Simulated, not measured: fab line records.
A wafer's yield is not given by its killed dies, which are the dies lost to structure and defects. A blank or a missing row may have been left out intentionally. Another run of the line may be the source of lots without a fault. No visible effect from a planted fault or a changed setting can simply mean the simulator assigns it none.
What tool caused it? :: flow berkeley_cmos170 :: 45 wafers from 15 lots sampled at 5 of the route's 331 steps

== WHAT THE GAUGES READ, wafer by wafer ==
UCB170_CONTACT_CD_MEAS_15 targets a cd of 700 nm.
lot: L116
measured: day 8 06:26
on: cd_sem-01
cd_nm (nm): 701.1 700.9 700.7

lot: L118
measured: day 9 00:57
on: cd_sem-02
cd_nm (nm): 701.3 701.0 699.5

lot: L119
measured: day 9 01:27
on: cd_sem-02
cd_nm (nm): 698.9 700.7 700.9

lot: L120
measured: day 9 11:34
on: cd_sem-02
cd_nm (nm): 702.7 702.8 701.7

lot: L121
measured: day 9 11:52
on: cd_sem-01
cd_nm (nm): 700.9 700.7 699.8

lot: L122
measured: day 9 18:48
on: cd_sem-01
cd_nm (nm): 699.9 699.4 700.2

lot: L123
measured: day 9 19:06
on: cd_sem-02
cd_nm (nm): 700.3 701.7 700.6

lot: L125
measured: day 10 00:59
on: cd_sem-01
cd_nm (nm): 700.8 700.9 700.5

lot: L128
measured: day 10 15:29
on: cd_sem-02
cd_nm (nm): 699.9 700.2 700.0

lot: L131
measured: day 11 00:38
on: cd_sem-02
cd_nm (nm): 701.0 699.6 700.8

lot: L133
measured: day 12 07:07
on: cd_sem-01
cd_nm (nm): 700.5 700.4 699.2

lot: L134
measured: day 12 07:17
on: cd_sem-02
cd_nm (nm): 698.1 699.5 698.3

lot: L136
measured: day 12 10:49
on: cd_sem-02
cd_nm (nm): 699.0 700.6 699.3

lot: L138
measured: day 12 12:01
on: cd_sem-01
cd_nm (nm): 699.2 700.0 698.5

lot: L139
measured: day 13 08:28
on: cd_sem-01
cd_nm (nm): 697.5 699.6 699.1

UCB170_M1_THK_MEAS_02: measures by xrf.
lot: L116
measured: day 8 07:58
on: film_metro-02
M1_AL_THK (nm): 595 598 601

lot: L118
measured: day 9 01:51
on: film_metro-01
M1_AL_THK (nm): 584 591 593

lot: L119
measured: day 9 02:21
on: film_metro-02
M1_AL_THK (nm): 599 597 592

lot: L120
measured: day 9 12:27
on: film_metro-04
M1_AL_THK (nm): 586 586 592

lot: L121
measured: day 9 12:47
on: film_metro-01
M1_AL_THK (nm): 604 603 602

lot: L122
measured: day 9 19:42
on: film_metro-01
M1_AL_THK (nm): 600 601 597

lot: L123
measured: day 9 19:59
on: film_metro-04
M1_AL_THK (nm): 600 596 598

lot: L125
measured: day 10 01:52
on: film_metro-01
M1_AL_THK (nm): 593 592 590

lot: L128
measured: day 10 16:22
on: film_metro-04
M1_AL_THK (nm): 597 594 590

lot: L131
measured: day 11 01:31
on: film_metro-02
M1_AL_THK (nm): 595 600 598

lot: L133
measured: day 12 08:12
on: film_metro-01
M1_AL_THK (nm): 604 611 600

lot: L134
measured: day 12 08:11
on: film_metro-04
M1_AL_THK (nm): 598 599 592

lot: L136
measured: day 12 11:43
on: film_metro-01
M1_AL_THK (nm): 597 593 591

lot: L138
measured: day 12 12:54
on: film_metro-02
M1_AL_THK (nm): 594 599 598

lot: L139
measured: day 13 09:26
on: film_metro-02
M1_AL_THK (nm): 593 596 589

UCB170_M1_CD_MEAS_90 targets a cd of 700 nm.
lot: L116
measured: day 8 09:22
on: cd_sem-02
cd_nm (nm): 703.3 701.3 700.3

lot: L118
measured: day 9 04:11
on: cd_sem-01
cd_nm (nm): 700.9 696.8 697.1

lot: L119
measured: day 9 04:55
on: cd_sem-02
cd_nm (nm): 701.0 701.3 701.3

lot: L120
measured: day 9 14:10
on: cd_sem-01
cd_nm (nm): 696.7 695.4 695.1

lot: L121
measured: day 9 14:44
on: cd_sem-01
cd_nm (nm): 696.0 698.7 698.3

lot: L122
measured: day 9 21:12
on: cd_sem-02
cd_nm (nm): 698.8 697.7 701.7

lot: L123
measured: day 9 21:28
on: cd_sem-01
cd_nm (nm): 698.2 697.4 701.4

lot: L125
measured: day 10 04:02
on: cd_sem-02
cd_nm (nm): 700.8 698.0 693.4

lot: L128
measured: day 10 19:04
on: cd_sem-01
cd_nm (nm): 700.6 700.6 694.5

lot: L131
measured: day 11 03:46
on: cd_sem-01
cd_nm (nm): 697.5 693.1 700.6

lot: L133
measured: day 12 09:48
on: cd_sem-02
cd_nm (nm): 699.0 695.6 696.2

lot: L134
measured: day 12 09:31
on: cd_sem-02
cd_nm (nm): 699.3 699.5 703.3

lot: L136
measured: day 12 13:05
on: cd_sem-01
cd_nm (nm): 699.6 699.0 698.7

lot: L138
measured: day 12 14:19
on: cd_sem-01
cd_nm (nm): 697.5 698.5 697.7

lot: L139
measured: day 13 11:04
on: cd_sem-02
cd_nm (nm): 699.9 700.7 698.8

== WHICH TOOL RAN EACH LOT (tool, then ch and the chambers of the sampled wafers, then the start) ==
lot: L116
UCB170_M1_SPUTTER_00: pvd_sputter-03, day 8 07:46
UCB170_M1_METAL_ETCH_12: rie_metal-02 ch 0,1, day 8 09:08

lot: L118
UCB170_M1_SPUTTER_00: pvd_sputter-02, day 9 01:40
UCB170_M1_METAL_ETCH_12: rie_metal-01 ch 0,1, day 9 03:57

lot: L119
UCB170_M1_SPUTTER_00: pvd_sputter-01, day 9 02:10
UCB170_M1_METAL_ETCH_12: rie_metal-02 ch 0,1, day 9 04:40

lot: L120
UCB170_M1_SPUTTER_00: pvd_sputter-02, day 9 12:16
UCB170_M1_METAL_ETCH_12: rie_metal-01 ch 0,1, day 9 13:55

lot: L121
UCB170_M1_SPUTTER_00: pvd_sputter-01, day 9 12:36
UCB170_M1_METAL_ETCH_12: rie_metal-04 ch 0,1, day 9 14:31

lot: L122
UCB170_M1_SPUTTER_00: pvd_sputter-02, day 9 19:31
UCB170_M1_METAL_ETCH_12: rie_metal-02 ch 0,1, day 9 20:55

lot: L123
UCB170_M1_SPUTTER_00: pvd_sputter-01, day 9 19:47
UCB170_M1_METAL_ETCH_12: rie_metal-01 ch 0,1, day 9 21:12

lot: L125
UCB170_M1_SPUTTER_00: pvd_sputter-01, day 10 01:41
UCB170_M1_METAL_ETCH_12: rie_metal-01 ch 0,1, day 10 03:47

lot: L128
UCB170_M1_SPUTTER_00: pvd_sputter-01, day 10 16:11
UCB170_M1_METAL_ETCH_12: rie_metal-01 ch 0,1, day 10 18:49

lot: L131
UCB170_M1_SPUTTER_00: pvd_sputter-02, day 11 01:20
UCB170_M1_METAL_ETCH_12: rie_metal-01 ch 0,1, day 11 03:16

lot: L133
UCB170_M1_SPUTTER_00: pvd_sputter-03, day 12 08:01
UCB170_M1_METAL_ETCH_12: rie_metal-02 ch 0,1, day 12 09:34

lot: L134
UCB170_M1_SPUTTER_00: pvd_sputter-02, day 12 08:01
UCB170_M1_METAL_ETCH_12: rie_metal-04 ch 0,1, day 12 09:17

lot: L136
UCB170_M1_SPUTTER_00: pvd_sputter-03, day 12 11:32
UCB170_M1_METAL_ETCH_12: rie_metal-04 ch 0,1, day 12 12:51

lot: L138
UCB170_M1_SPUTTER_00: pvd_sputter-02, day 12 12:42
UCB170_M1_METAL_ETCH_12: rie_metal-02 ch 0,1, day 12 14:05

lot: L139
UCB170_M1_SPUTTER_00: pvd_sputter-03, day 13 09:15
UCB170_M1_METAL_ETCH_12: rie_metal-02 ch 0,1, day 13 10:47
- UCB170_M1_SPUTTER_00: material Al, target thk 600 nm, time 80 s.
- UCB170_M1_METAL_ETCH_12: etches Al in Cl2/BCl3, stops on PSG, target depth 780 nm, time 130 s.

== AS READ BY THE TOOLS THEMSELVES (means over the sampled wafers that have a number; for cases with no such wafer, the mark the record gives instead) ==
UCB170_M1_SPUTTER_00.
lot: L116
tool: pvd_sputter-03
throttle_valve_pct (%): 30.3

lot: L118
tool: pvd_sputter-02
throttle_valve_pct (%): 29.4

lot: L119
tool: pvd_sputter-01
throttle_valve_pct (%): 30.7

lot: L120
tool: pvd_sputter-02
throttle_valve_pct (%): 29.2

lot: L121
tool: pvd_sputter-01
throttle_valve_pct (%): 30.5

lot: L122
tool: pvd_sputter-02
throttle_valve_pct (%): 29.1

lot: L123
tool: pvd_sputter-01
throttle_valve_pct (%): 30.3

lot: L125
tool: pvd_sputter-01
throttle_valve_pct (%): 30.5

lot: L128
tool: pvd_sputter-01
throttle_valve_pct (%): 30.4

lot: L131
tool: pvd_sputter-02
throttle_valve_pct (%): 29.6

lot: L133
tool: pvd_sputter-03
throttle_valve_pct (%): 29.3

lot: L134
tool: pvd_sputter-02
throttle_valve_pct (%): 29.0

lot: L136
tool: pvd_sputter-03
throttle_valve_pct (%): 30.0

lot: L138
tool: pvd_sputter-02
throttle_valve_pct (%): 29.9

lot: L139
tool: pvd_sputter-03
throttle_valve_pct (%): 30.2

UCB170_M1_METAL_ETCH_12.
lot: L116
tool: rie_metal-02
drypump_motor_current_A (A): 5.2
oes_product_au (a.u.): 0.844
throttle_valve_pct (%): 24.69

lot: L118
tool: rie_metal-01
drypump_motor_current_A (A): 5.8
oes_product_au (a.u.): 0.852
throttle_valve_pct (%): 24.41

lot: L119
tool: rie_metal-02
drypump_motor_current_A (A): 5.4
oes_product_au (a.u.): 0.844
throttle_valve_pct (%): 24.64

lot: L120
tool: rie_metal-01
drypump_motor_current_A (A): 5.8
oes_product_au (a.u.): 0.831
throttle_valve_pct (%): 24.38

lot: L121
tool: rie_metal-04
drypump_motor_current_A (A): 5.3
oes_product_au (a.u.): 0.863
throttle_valve_pct (%): 24.35

lot: L122
tool: rie_metal-02
drypump_motor_current_A (A): 5.4
oes_product_au (a.u.): 0.838
throttle_valve_pct (%): 24.63

lot: L123
tool: rie_metal-01
drypump_motor_current_A (A): 5.7
oes_product_au (a.u.): 0.854
throttle_valve_pct (%): 24.40

lot: L125
tool: rie_metal-01
drypump_motor_current_A (A): 5.8
oes_product_au (a.u.): 0.819
throttle_valve_pct (%): 24.39

lot: L128
tool: rie_metal-01
drypump_motor_current_A (A): 5.8
oes_product_au (a.u.): 0.817
throttle_valve_pct (%): 24.38

lot: L131
tool: rie_metal-01
drypump_motor_current_A (A): 5.9
oes_product_au (a.u.): 0.823
throttle_valve_pct (%): 24.38

lot: L133
tool: rie_metal-02
drypump_motor_current_A (A): 5.2
oes_product_au (a.u.): 0.847
throttle_valve_pct (%): 24.67

lot: L134
tool: rie_metal-04
drypump_motor_current_A (A): 5.3
oes_product_au (a.u.): 0.852
throttle_valve_pct (%): 24.35

lot: L136
tool: rie_metal-04
drypump_motor_current_A (A): 5.0
oes_product_au (a.u.): 0.848
throttle_valve_pct (%): 24.50

lot: L138
tool: rie_metal-02
drypump_motor_current_A (A): 5.2
oes_product_au (a.u.): 0.840
throttle_valve_pct (%): 24.70

lot: L139
tool: rie_metal-02
drypump_motor_current_A (A): 5.4
oes_product_au (a.u.): 0.838
throttle_valve_pct (%): 24.64

== THE ANSWER, worked out from the rows above alone ==
Rule: the usual values come from the lots themselves. The widest of any qualifying gaps counts: lots, ordered by their means at a reading, are off when they make up no more than a third of the lots, leave a main group of 4 or more, and stand apart from it by 3 or more times the standard deviation of that group's means. A main group is skipped when, at the precision printed for the reading in the tables above, its means are all equal. Also off: a lot with no number at a reading for which 4 or more lots have one. All remaining lots with rows at the step are treated as sound. Order of review: gauges by route order, followed by the tools' own readings, for which a lot's mean as printed above is used. At the first step where some lot is off, the reading lying furthest off is the one used; lots without a number count as furthest.
No lot is off on any of the readings shown, so nothing can be concluded from this.

== WHAT HAD BEEN PUT IN BY THE SIMULATOR ==
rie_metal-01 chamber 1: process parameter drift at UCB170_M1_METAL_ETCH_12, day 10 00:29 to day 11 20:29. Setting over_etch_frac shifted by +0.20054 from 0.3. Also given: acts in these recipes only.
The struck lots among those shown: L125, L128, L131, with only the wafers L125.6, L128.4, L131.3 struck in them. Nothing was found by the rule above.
